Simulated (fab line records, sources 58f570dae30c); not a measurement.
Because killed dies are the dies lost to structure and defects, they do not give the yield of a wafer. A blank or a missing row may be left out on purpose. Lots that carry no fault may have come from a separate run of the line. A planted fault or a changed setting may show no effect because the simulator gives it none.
Problem report, 8D (eight disciplines) form, completed by code || flow berkeleyCmos170 || the parts of the form that need people (team, actions taken, sign-off) are left out

1. THE ISSUE
Wafers without a fault read 15.29 s, standard deviation 0.1; stripTimeToEndpointS at UCB170_V1_STRIP_15 reads a mean of 12.65 s on 3 wafers belonging to 2 lots. Relative to the usual mean, that is a shift of -26 standard deviations.
The step: strips in O2.
First observed at day 9 19:53: wafer L571.1, on plasmaAsher-01. The record has a number at this step for 18 wafers belonging to 6 lots. The rule behind "out" and "out of limits": a value lying over 4 standard deviations away from the usual mean. Any other wafer with a number is counted as sound.

2. WHAT IT IS AND WHAT IT IS NOT
{"question": "which readings at this step", "is": "stripTimeToEndpointS", "is not": "drypumpMotorCurrentA, oesProductAu"}
{"question": "which lots", "is": "L571, L572", "is not": "L560, L563, L578, L582"}
{"question": "which wafers of those lots", "is": "L571.1, L571.6, L572.1", "is not": "L571.3, L572.3, L572.6"}
{"question": "read on which tools", "is": "plasmaAsher-01, plasmaAsher-04", "is not": "plasmaAsher-03"}
{"question": "when", "is": "from day 9 19:53", "is not": "up to then (7 sound wafers); but 8 sound wafers of L572, L578, L582 came after"}

3. WHAT RULES OUT EACH SUSPECT
Counting: any tool at a process step up to the reading remains a suspect provided it ran every lot that is out. Sound lots after the first of them don't rule it out here, since some wafers of a struck lot are sound.
- rieDiel-04 at UCB170_V1_ETCH_14 (etches SiO2 in CHF3/CF4/Ar, stops on Al, target depth 1250 nm, time 291 s): kept. It ran every lot that is out, first L571 (day 9 19:42); its last sound lot up to then is L563 (day 8 07:56).
- rieDiel-04, UCB170_V1_ETCH_14: wafers that are out in chamber 1, sound lot-mates in chambers 2, 3.
Left after counting: rieDiel-04 at UCB170_V1_ETCH_14.

4. THE CAUSE (what the simulator had put in)
rieDiel-04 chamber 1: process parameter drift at UCB170_V1_ETCH_14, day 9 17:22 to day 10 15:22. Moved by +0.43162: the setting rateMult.
Counting left only this tool.

5. THE CHAIN OF EFFECTS, in route order
Each row: a reading whose mean over the struck wafers that have a number lies more than 3 standard deviations from the usual. Only readings whose record carries a usual standard deviation are examined. hours: median over the lots of the time between each lot's start at the first step of this table that gives one and its start at this step. sigmas: the change, counted in usual standard deviations.
{"hours": 0, "step": "UCB170_V1_STRIP_15", "reading": "stripTimeToEndpointS", "usual": "15.29 s", "on struck wafers": 12.65, "change": -2.64, "sigmas": -26}
Its process steps:
- UCB170_V1_STRIP_15: strips in O2.
At these later measuring or inspecting steps, every struck wafer for which the step has a row has a number for every such reading, and none has moved that far: UCB170_V1_CD_MEAS_90.

6. WHAT WOULD HAVE CAUGHT IT SOONER
3 hours passed between the start of the fault at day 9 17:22 and the first reading out of limits in this record, taken at day 9 19:53.
An alarm limit of 4 standard deviations would not have fired on the tool readings at UCB170_V1_ETCH_14 for which the record gives a usual standard deviation, since none of them was out on any struck wafer.
Among the 2 lots that are out, L572 began UCB170_V1_ETCH_14 on rieDiel-04 after day 9 19:53. A hold on the tool at that time would have spared it.
